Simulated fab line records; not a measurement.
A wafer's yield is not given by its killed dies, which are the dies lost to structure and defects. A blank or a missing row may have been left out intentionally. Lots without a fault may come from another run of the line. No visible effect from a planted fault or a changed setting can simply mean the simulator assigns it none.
fab line records + flow rit-cmos
record:
- lots: 5
- wafers: 15
- last-day: 6
route steps=202 shown REOX@98 NLDD@103 PLDD@114
lots that met no fault: taken from a fault-free run of the same line
start-h: hours from the record's opening day to when the first of the lot's shown wafers began + wait-h: how many hours have passed since the lot's step before this one + " same as the row above + L1.1+2: one row covering several wafers at once + - no value present, or no start provided + * or withheld: withheld + < > ~ a bound
route shown NAME@n: names a module that has steps shown in the file, with the first one's number in the route + usual: mean/standard deviation of fault-free wafers + same: alike in all rows + chamber/n: place in a boat + sites: readings site by site + _std_site: standard deviation across them + _edge_site: outer sites' mean less inner sites' + radius-mm: how far each site lies from the wafer's centre + mask NAME#n: copy n + behind: the tool/chamber that last shaped the wafer + hold: why the lot was held/for how many hours/how that ended + device: transistor that didn't switch, given as n, p or np + end of line: tests of these same wafers at the route's end + a step given without rows: its recipe and nothing more + killed: dies lost to structure and defects at the first sort, not the wafer's yield + map: a wafer's dies, x killed, . not, _ none there
set.NAME: the setting as run; set.NAME@STEP: as run at that earlier step + model.NAME: the simulator's own value behind a step, which no gauge read
certain route steps with their lots: each step a table, each wafer a row
services: from which hour (start-h, from the record's first day; less than 0 if before it) a tool's chamber was out of use, for how many hours, and why
== steps ==
step: RIT_REOX_CLEAN_00
recipe:
- chemistry: SC1
- mix: 3:3:50
- time-s: 600
- temp-c: 75
| lot.wafer  | tool         | chamber | start-h | wait-h |
|------------|--------------|---------|---------|--------|
| L074.1+3+4 | wet-bench-04 | 3       | 45.07   | 0.1    |
| L078.3+4+5 | wet-bench-04 | 0       | 63.68   | 0.1    |
| L083.3+5+6 | wet-bench-03 | 1       | 87.61   | 0.1    |
| L091.2+3+5 | wet-bench-03 | 0       | 122.81  | 0.1    |
| L093.2+3+5 | wet-bench-01 | 2       | 133.35  | 0.1    |
step: RIT_REOX_CLEAN_01
recipe:
- chemistry: dHF
- dilution: 50:1
- time-s: 30
| lot.wafer  | tool         | chamber | start-h | wait-h |
|------------|--------------|---------|---------|--------|
| L074.1+3+4 | wet-bench-03 | 1       | 45.25   | 0.0    |
| L078.3+4+5 | wet-bench-01 | 0       | 63.89   | 0.0    |
| L083.3+5+6 | wet-bench-04 | 0       | 87.79   | 0.0    |
| L091.2+3+5 | wet-bench-01 | 0       | 122.99  | 0.0    |
| L093.2+3+5 | wet-bench-04 | 0       | 133.53  | 0.0    |
step: RIT_REOX_CLEAN_02
recipe:
- chemistry: SC2
- mix: 3:3:50
- time-s: 600
- temp-c: 75
- dry: n2-spin
| lot.wafer  | tool         | chamber | start-h | wait-h |
|------------|--------------|---------|---------|--------|
| L074.1+3+4 | wet-bench-01 | 0       | 45.26   | 0.0    |
| L078.3+4+5 | wet-bench-03 | 2       | 63.91   | 0.0    |
| L083.3+5+6 | wet-bench-01 | 1       | 87.80   | 0.0    |
| L091.2+3+5 | wet-bench-04 | 3       | 123.00  | 0.0    |
| L093.2+3+5 | wet-bench-03 | 2       | 133.55  | 0.0    |
step: RIT_REOX_OXIDATION_03
recipe:
- temp-c: 900
- ambient: O2
- target-thk-a: 252
- ox-time-s: 5580
usual:
- ox-temp-c: 900.0/0.37
- tube_center_temp_C_max: 902.3/0.4
- zone-power-load-pct: 25.20/0.28
| lot.wafer | tool       | chamber | start-h | wait-h | ox-temp-c | tube_center_temp_C_max | zone-power-load-pct |
|-----------|------------|---------|---------|--------|-----------|------------------------|---------------------|
| L074.1    | furnace-01 | 0       | 47.11   | 1.7    | 900.3     | 902.5                  | 25.39               |
| L074.3    | "          | 0       | "       | "      | 899.9     | 902.7                  | 25.19               |
| L074.4    | "          | 0       | "       | "      | 899.6     | 901.7                  | 25.60               |
| L078.3    | furnace-04 | 0       | 64.99   | 0.9    | 899.9     | 902.5                  | 25.11               |
| L078.4    | "          | 0       | "       | "      | 899.7     | 902.3                  | 24.92               |
| L078.5    | "          | 0       | "       | "      | 899.9     | 903.4                  | 25.32               |
| L083.3    | furnace-03 | 0       | 87.98   | 0.0    | 899.6     | 902.2                  | 25.18               |
| L083.5    | "          | 0       | "       | "      | 900.2     | 902.2                  | 24.90               |
| L083.6    | "          | 0       | "       | "      | 900.4     | 901.8                  | 25.20               |
| L091.2    | furnace-03 | 0       | 123.52  | 0.3    | 900.5     | 903.6                  | 24.90               |
| L091.3    | "          | 0       | "       | "      | 900.0     | 902.2                  | 25.40               |
| L091.5    | "          | 0       | "       | "      | 900.1     | 902.8                  | 24.76               |
| L093.2    | furnace-01 | 0       | 135.22  | 1.5    | 899.7     | 902.1                  | 25.69               |
| L093.3    | "          | 0       | "       | "      | 899.2     | 902.3                  | 25.20               |
| L093.5    | "          | 0       | "       | "      | 899.6     | 902.3                  | 25.40               |
step: RIT_REOX_THK_MEAS_04
recipe:
- reads: SiO2_of_REOX_OXIDATION_03
usual:
- REOX_OXIDE_THK: 25.1/0.43
| lot.wafer | tool          | chamber | start-h | wait-h | REOX_OXIDE_THK[nm] |
|-----------|---------------|---------|---------|--------|--------------------|
| L074.1    | film-metro-04 | -       | 49.66   | 0.0    | 25.1               |
| L074.3    | "             | -       | "       | "      | 25.2               |
| L074.4    | "             | -       | "       | "      | 25.2               |
| L078.3    | film-metro-01 | -       | 67.56   | 0.0    | 25.8               |
| L078.4    | "             | -       | "       | "      | 25.1               |
| L078.5    | "             | -       | "       | "      | 24.6               |
| L083.3    | film-metro-04 | -       | 90.55   | 0.0    | 26.1               |
| L083.5    | "             | -       | "       | "      | 25.6               |
| L083.6    | "             | -       | "       | "      | 25.7               |
| L091.2    | film-metro-02 | -       | 126.08  | 0.0    | 25.4               |
| L091.3    | "             | -       | "       | "      | 25.2               |
| L091.5    | "             | -       | "       | "      | 25.2               |
| L093.2    | film-metro-04 | -       | 137.78  | 0.0    | 24.9               |
| L093.3    | "             | -       | "       | "      | 25.6               |
| L093.5    | "             | -       | "       | "      | 24.9               |
step: RIT_NLDD_HMDS_00
recipe:
- prime-time-s: 60
- prime-temp-c: 140
usual:
- exhaust-pa: 45.0/1
| lot.wafer | tool           | chamber | start-h | wait-h | exhaust-pa |
|-----------|----------------|---------|---------|--------|------------|
| L074.1    | litho-track-04 | 0       | 49.72   | 0.1    | 44.6       |
| L074.3    | "              | 0       | "       | "      | 43.5       |
| L074.4    | "              | 0       | "       | "      | 44.6       |
| L078.3    | litho-track-04 | 0       | 67.65   | 0.1    | 44.6       |
| L078.4    | "              | 0       | "       | "      | 46.1       |
| L078.5    | "              | 0       | "       | "      | 44.8       |
| L083.3    | litho-track-01 | 0       | 90.64   | 0.1    | 45.8       |
| L083.5    | "              | 0       | "       | "      | 45.4       |
| L083.6    | "              | 0       | "       | "      | 46.0       |
| L091.2    | litho-track-03 | 0       | 126.15  | 0.1    | 45.2       |
| L091.3    | "              | 0       | "       | "      | 45.2       |
| L091.5    | "              | 0       | "       | "      | 45.0       |
| L093.2    | litho-track-01 | 0       | 137.85  | 0.1    | 45.8       |
| L093.3    | "              | 0       | "       | "      | 45.8       |
| L093.5    | "              | 0       | "       | "      | 46.8       |
step: RIT_NLDD_COAT_01
recipe:
- resist: NOVOLAK
- spin-rpm: 3250
- resist-thk-nm: 1000
usual:
- exhaust-pa: 45.0/0.93
- spin-speed-rpm: 3250.6/2
| lot.wafer | tool           | chamber | start-h | wait-h | exhaust-pa | spin-speed-rpm |
|-----------|----------------|---------|---------|--------|------------|----------------|
| L074.1    | litho-track-04 | 0       | 49.87   | 0.1    | 45.3       | 3254.2         |
| L074.3    | "              | 0       | "       | "      | 45.5       | 3251.8         |
| L074.4    | "              | 0       | "       | "      | 45.2       | 3251.9         |
| L078.3    | litho-track-04 | 0       | 67.80   | 0.1    | 45.9       | 3248.5         |
| L078.4    | "              | 0       | "       | "      | 44.8       | 3248.9         |
| L078.5    | "              | 0       | "       | "      | 44.4       | 3250.5         |
| L083.3    | litho-track-01 | 0       | 90.79   | 0.1    | 43.5       | 3249.9         |
| L083.5    | "              | 0       | "       | "      | 43.4       | 3251.6         |
| L083.6    | "              | 0       | "       | "      | 43.3       | 3249.7         |
| L091.2    | litho-track-03 | 0       | 126.30  | 0.1    | 45.8       | 3251.8         |
| L091.3    | "              | 0       | "       | "      | 44.7       | 3248.9         |
| L091.5    | "              | 0       | "       | "      | 44.6       | 3252.4         |
| L093.2    | litho-track-01 | 0       | 138.00  | 0.1    | 44.1       | 3248.0         |
| L093.3    | "              | 0       | "       | "      | 46.1       | 3250.6         |
| L093.5    | "              | 0       | "       | "      | 45.1       | 3250.9         |
step: RIT_NLDD_SOFTBAKE_02
recipe:
- resist: NOVOLAK
- temp-c: 90
- time-s: 60
usual:
- exhaust-pa: 45.1/0.81
| lot.wafer | tool           | chamber | start-h | wait-h | exhaust-pa |
|-----------|----------------|---------|---------|--------|------------|
| L074.1    | litho-track-04 | 0       | 50.02   | 0.1    | 45.0       |
| L074.3    | "              | 0       | "       | "      | 45.8       |
| L074.4    | "              | 0       | "       | "      | 44.7       |
| L078.3    | litho-track-04 | 0       | 67.95   | 0.1    | 46.0       |
| L078.4    | "              | 0       | "       | "      | 44.9       |
| L078.5    | "              | 0       | "       | "      | 45.4       |
| L083.3    | litho-track-01 | 0       | 90.94   | 0.1    | 45.3       |
| L083.5    | "              | 0       | "       | "      | 45.7       |
| L083.6    | "              | 0       | "       | "      | 46.2       |
| L091.2    | litho-track-03 | 0       | 126.45  | 0.1    | 46.6       |
| L091.3    | "              | 0       | "       | "      | 45.3       |
| L091.5    | "              | 0       | "       | "      | 44.7       |
| L093.2    | litho-track-01 | 0       | 138.15  | 0.1    | 43.7       |
| L093.3    | "              | 0       | "       | "      | 44.7       |
| L093.5    | "              | 0       | "       | "      | 43.8       |
step: RIT_NLDD_EXPOSE_03
recipe:
- mask-id: M7
- na: 0.57
- target-cd-nm: 40700
- dose-mj: 250
usual:
- focus-offset-nm: 0.0/0.58
| lot.wafer | tool             | chamber | start-h | wait-h | mask | focus-offset-nm |
|-----------|------------------|---------|---------|--------|------|-----------------|
| L074.1    | iline-stepper-02 | 0       | 50.30   | 0.2    | M7#0 | 1.4             |
| L074.3    | "                | 0       | "       | "      | M7#0 | 1.7             |
| L074.4    | "                | 0       | "       | "      | M7#0 | 1.8             |
| L078.3    | iline-stepper-01 | 0       | 68.21   | 0.2    | M7#0 | -0.6            |
| L078.4    | "                | 0       | "       | "      | M7#0 | 0.5             |
| L078.5    | "                | 0       | "       | "      | M7#0 | -0.1            |
| L083.3    | iline-stepper-02 | 0       | 91.20   | 0.2    | M7#0 | 0.1             |
| L083.5    | "                | 0       | "       | "      | M7#0 | 0.0             |
| L083.6    | "                | 0       | "       | "      | M7#0 | 0.0             |
| L091.2    | iline-stepper-01 | 0       | 126.72  | 0.2    | M7#0 | -1.0            |
| L091.3    | "                | 0       | "       | "      | M7#0 | -0.4            |
| L091.5    | "                | 0       | "       | "      | M7#0 | 0.0             |
| L093.2    | iline-stepper-02 | 0       | 138.42  | 0.2    | M7#0 | 0.0             |
| L093.3    | "                | 0       | "       | "      | M7#0 | -0.4            |
| L093.5    | "                | 0       | "       | "      | M7#0 | 0.7             |
step: RIT_NLDD_PEB_04
recipe:
- resist: NOVOLAK
- temp-c: withheld
- time-s: withheld
usual:
- exhaust-pa: 44.9/0.84
| lot.wafer | tool           | chamber | start-h | wait-h | exhaust-pa |
|-----------|----------------|---------|---------|--------|------------|
| L074.1    | litho-track-04 | 0       | 50.42   | 0.1    | 44.8       |
| L074.3    | "              | 0       | "       | "      | 43.6       |
| L074.4    | "              | 0       | "       | "      | 44.9       |
| L078.3    | litho-track-01 | 0       | 68.34   | 0.1    | 45.2       |
| L078.4    | "              | 0       | "       | "      | 46.4       |
| L078.5    | "              | 0       | "       | "      | 46.3       |
| L083.3    | litho-track-04 | 0       | 91.33   | 0.1    | 44.0       |
| L083.5    | "              | 0       | "       | "      | 45.2       |
| L083.6    | "              | 0       | "       | "      | 44.7       |
| L091.2    | litho-track-01 | 0       | 126.84  | 0.1    | 44.2       |
| L091.3    | "              | 0       | "       | "      | 45.4       |
| L091.5    | "              | 0       | "       | "      | 45.3       |
| L093.2    | litho-track-01 | 0       | 138.55  | 0.1    | 45.3       |
| L093.3    | "              | 0       | "       | "      | 45.1       |
| L093.5    | "              | 0       | "       | "      | 43.9       |
step: RIT_NLDD_DEVELOP_05
recipe:
- resist: NOVOLAK
- develop-time-s: 50
- dev-temp-c: 23
usual:
- developer-temp-C: 23.01/0.11
- exhaust-pa: 45.2/1.1
| lot.wafer | tool           | chamber | start-h | wait-h | developer-temp-C | exhaust-pa |
|-----------|----------------|---------|---------|--------|------------------|------------|
| L074.1    | litho-track-04 | 0       | -       | -      | 23.21            | 45.0       |
| L074.3    | "              | 0       | "       | "      | 22.91            | 43.9       |
| L074.4    | "              | 0       | "       | "      | 22.93            | 45.5       |
| L078.3    | litho-track-01 | 0       | -       | -      | 22.92            | 46.8       |
| L078.4    | "              | 0       | "       | "      | 23.04            | 46.3       |
| L078.5    | "              | 0       | "       | "      | 22.88            | 44.8       |
| L083.3    | litho-track-04 | 0       | -       | -      | 22.93            | 46.4       |
| L083.5    | "              | 0       | "       | "      | 22.95            | 44.4       |
| L083.6    | "              | 0       | "       | "      | 22.81            | 46.3       |
| L091.2    | litho-track-01 | 0       | -       | -      | 23.03            | 45.3       |
| L091.3    | "              | 0       | "       | "      | 23.12            | 46.8       |
| L091.5    | "              | 0       | "       | "      | 23.16            | 45.7       |
| L093.2    | litho-track-01 | 0       | -       | -      | 23.08            | 45.1       |
| L093.3    | "              | 0       | "       | "      | 23.06            | 46.7       |
| L093.5    | "              | 0       | "       | "      | 23.07            | 44.9       |
step: RIT_NLDD_OVL_MEAS_06
usual:
- NLDD_OVL: 0.7/1.3
| lot.wafer | tool       | chamber | start-h | wait-h | NLDD_OVL[nm] |
|-----------|------------|---------|---------|--------|--------------|
| L074.1    | overlay-02 | -       | 50.70   | -      | 0.1          |
| L074.3    | "          | -       | "       | "      | 1.9          |
| L074.4    | "          | -       | "       | "      | 1.7          |
| L078.3    | overlay-01 | -       | 68.58   | -      | 1.6          |
| L078.4    | "          | -       | "       | "      | 1.9          |
| L078.5    | "          | -       | "       | "      | 0.9          |
| L083.3    | overlay-01 | -       | 91.57   | -      | -0.2         |
| L083.5    | "          | -       | "       | "      | 1.2          |
| L083.6    | "          | -       | "       | "      | 1.4          |
| L091.2    | overlay-01 | -       | 127.11  | -      | -0.3         |
| L091.3    | "          | -       | "       | "      | 0.0          |
| L091.5    | "          | -       | "       | "      | 0.0          |
| L093.2    | overlay-02 | -       | 138.81  | -      | 2.9          |
| L093.3    | "          | -       | "       | "      | 0.5          |
| L093.5    | "          | -       | "       | "      | 1.9          |
step: RIT_NLDD_HARDBAKE_07
recipe:
- resist: NOVOLAK
- temp-c: 140
- time-s: 60
usual:
- exhaust-pa: 44.9/0.93
| lot.wafer | tool           | chamber | start-h | wait-h | exhaust-pa |
|-----------|----------------|---------|---------|--------|------------|
| L074.1    | litho-track-01 | 0       | 50.74   | 0.0    | 43.6       |
| L074.3    | "              | 0       | "       | "      | 45.0       |
| L074.4    | "              | 0       | "       | "      | 43.8       |
| L078.3    | litho-track-01 | 0       | 68.66   | 0.1    | 44.2       |
| L078.4    | "              | 0       | "       | "      | 44.6       |
| L078.5    | "              | 0       | "       | "      | 43.8       |
| L083.3    | litho-track-01 | 0       | 91.79   | 0.2    | 45.4       |
| L083.5    | "              | 0       | "       | "      | 44.6       |
| L083.6    | "              | 0       | "       | "      | 46.1       |
| L091.2    | litho-track-04 | 0       | 127.16  | 0.0    | 44.9       |
| L091.3    | "              | 0       | "       | "      | 44.5       |
| L091.5    | "              | 0       | "       | "      | 45.6       |
| L093.2    | litho-track-01 | 0       | 138.87  | 0.0    | 45.0       |
| L093.3    | "              | 0       | "       | "      | 43.3       |
| L093.5    | "              | 0       | "       | "      | 45.6       |
step: RIT_NLDD_IMPLANT_08
recipe:
- species: P
- energy-kev: 20
- dose-cm2: 5e+14
- tilt-deg: 7
| lot.wafer  | tool         | chamber | start-h | wait-h |
|------------|--------------|---------|---------|--------|
| L074.1+3+4 | implanter-03 | 0       | 50.89   | 0.1    |
| L078.3+4+5 | implanter-02 | 0       | 68.81   | 0.1    |
| L083.3+5+6 | implanter-03 | 0       | 91.94   | 0.1    |
| L091.2+3+5 | implanter-02 | 0       | 127.31  | 0.1    |
| L093.2+3+5 | implanter-04 | 0       | 139.02  | 0.1    |
step: RIT_NLDD_STRIP_09
recipe:
- chemistry: O2
- time-s: 180
- resist: NOVOLAK
- platen-temp-c: withheld
- power-w: 500
- pressure-mtorr: 4000
- o2-flow-sccm: 4000
usual:
- drypump-motor-current-A: 5.8/0.36
| lot.wafer | tool            | chamber | start-h | wait-h | drypump-motor-current-A | rf-hours-counter-h |
|-----------|-----------------|---------|---------|--------|-------------------------|--------------------|
| L074.1    | plasma-asher-04 | 1       | 51.04   | 0.1    | 5.7                     | 41                 |
| L074.3    | "               | 1       | "       | "      | 5.7                     | -                  |
| L074.4    | "               | 0       | "       | "      | 6.3                     | -                  |
| L078.3    | plasma-asher-04 | 1       | 68.97   | 0.1    | 5.7                     | -                  |
| L078.4    | "               | 0       | "       | "      | 6.3                     | -                  |
| L078.5    | "               | 0       | "       | "      | 6.3                     | -                  |
| L083.3    | plasma-asher-02 | 1       | 92.10   | 0.1    | 6.0                     | -                  |
| L083.5    | "               | 1       | "       | "      | 6.0                     | -                  |
| L083.6    | "               | 0       | "       | "      | 5.3                     | -                  |
| L091.2    | plasma-asher-02 | 0       | 127.44  | 0.1    | 5.3                     | 1                  |
| L091.3    | "               | 1       | "       | "      | 6.1                     | -                  |
| L091.5    | "               | 0       | "       | "      | 5.3                     | -                  |
| L093.2    | plasma-asher-04 | 0       | 139.14  | 0.1    | 6.3                     | 51                 |
| L093.3    | "               | 1       | "       | "      | 5.7                     | -                  |
| L093.5    | "               | 1       | "       | "      | 5.7                     | -                  |
step: RIT_NLDD_TW_MEAS_10
usual:
- NLDD_TW: 2497/29
| lot.wafer | tool          | chamber | start-h | wait-h | NLDD_TW |
|-----------|---------------|---------|---------|--------|---------|
| L074.1    | film-metro-01 | -       | 51.21   | 0.1    | 2521    |
| L074.3    | "             | -       | "       | "      | 2529    |
| L074.4    | "             | -       | "       | "      | 2519    |
| L078.3    | film-metro-01 | -       | 69.10   | 0.1    | 2526    |
| L078.4    | "             | -       | "       | "      | 2538    |
| L078.5    | "             | -       | "       | "      | 2531    |
| L083.3    | film-metro-02 | -       | 92.24   | 0.1    | 2502    |
| L083.5    | "             | -       | "       | "      | 2509    |
| L083.6    | "             | -       | "       | "      | 2501    |
| L091.2    | film-metro-01 | -       | 127.62  | 0.1    | 2543    |
| L091.3    | "             | -       | "       | "      | 2554    |
| L091.5    | "             | -       | "       | "      | 2544    |
| L093.2    | film-metro-02 | -       | 139.33  | 0.1    | 2485    |
| L093.3    | "             | -       | "       | "      | 2491    |
| L093.5    | "             | -       | "       | "      | 2485    |
step: RIT_PLDD_HMDS_00
recipe:
- prime-time-s: 60
- prime-temp-c: 140
usual:
- exhaust-pa: 44.9/0.86
| lot.wafer | tool           | chamber | start-h | wait-h | exhaust-pa |
|-----------|----------------|---------|---------|--------|------------|
| L074.1    | litho-track-01 | 0       | 51.27   | 0.1    | 44.2       |
| L074.3    | "              | 0       | "       | "      | 45.1       |
| L074.4    | "              | 0       | "       | "      | 45.1       |
| L078.3    | litho-track-02 | 0       | 69.19   | 0.1    | 44.7       |
| L078.4    | "              | 0       | "       | "      | 43.4       |
| L078.5    | "              | 0       | "       | "      | 45.1       |
| L083.3    | litho-track-02 | 0       | 92.33   | 0.1    | 45.2       |
| L083.5    | "              | 0       | "       | "      | 45.2       |
| L083.6    | "              | 0       | "       | "      | 46.3       |
| L091.2    | litho-track-04 | 0       | 127.70  | 0.1    | 44.0       |
| L091.3    | "              | 0       | "       | "      | 43.4       |
| L091.5    | "              | 0       | "       | "      | 44.8       |
| L093.2    | litho-track-02 | 0       | 139.40  | 0.1    | 45.8       |
| L093.3    | "              | 0       | "       | "      | 46.2       |
| L093.5    | "              | 0       | "       | "      | 45.2       |
== services ==
| tool             | chamber | start-h | hours | kind       |
|------------------|---------|---------|-------|------------|
| furnace-04       | -       | 24.22   | 1.5   | repair     |
| implanter-04     | -       | 29.59   | 13.4  | pm         |
| furnace-03       | -       | 29.80   | 7.7   | pm         |
| plasma-asher-04  | -       | 68.49   | 0.4   | repair     |
| iline-stepper-01 | -       | 81.64   | 1.3   | repair     |
| iline-stepper-02 | -       | 103.32  | 1.7   | pm         |
| plasma-asher-02  | -       | 108.75  | 9.0   | pm         |
| plasma-asher-02  | 0       | 108.75  | 9.0   | vent-cycle |
| plasma-asher-02  | 1       | 108.75  | 9.0   | vent-cycle |
| implanter-04     | -       | 114.42  | 3.4   | repair     |
| plasma-asher-02  | 0       | 117.75  | -     | clean      |
| plasma-asher-02  | 1       | 117.75  | -     | clean      |
| wet-bench-01     | -       | 119.27  | 2.1   | repair     |
| implanter-02     | -       | 122.15  | 2.2   | repair     |
| furnace-03       | -       | 133.39  | 3.7   | pm         |
== key ==
fault none
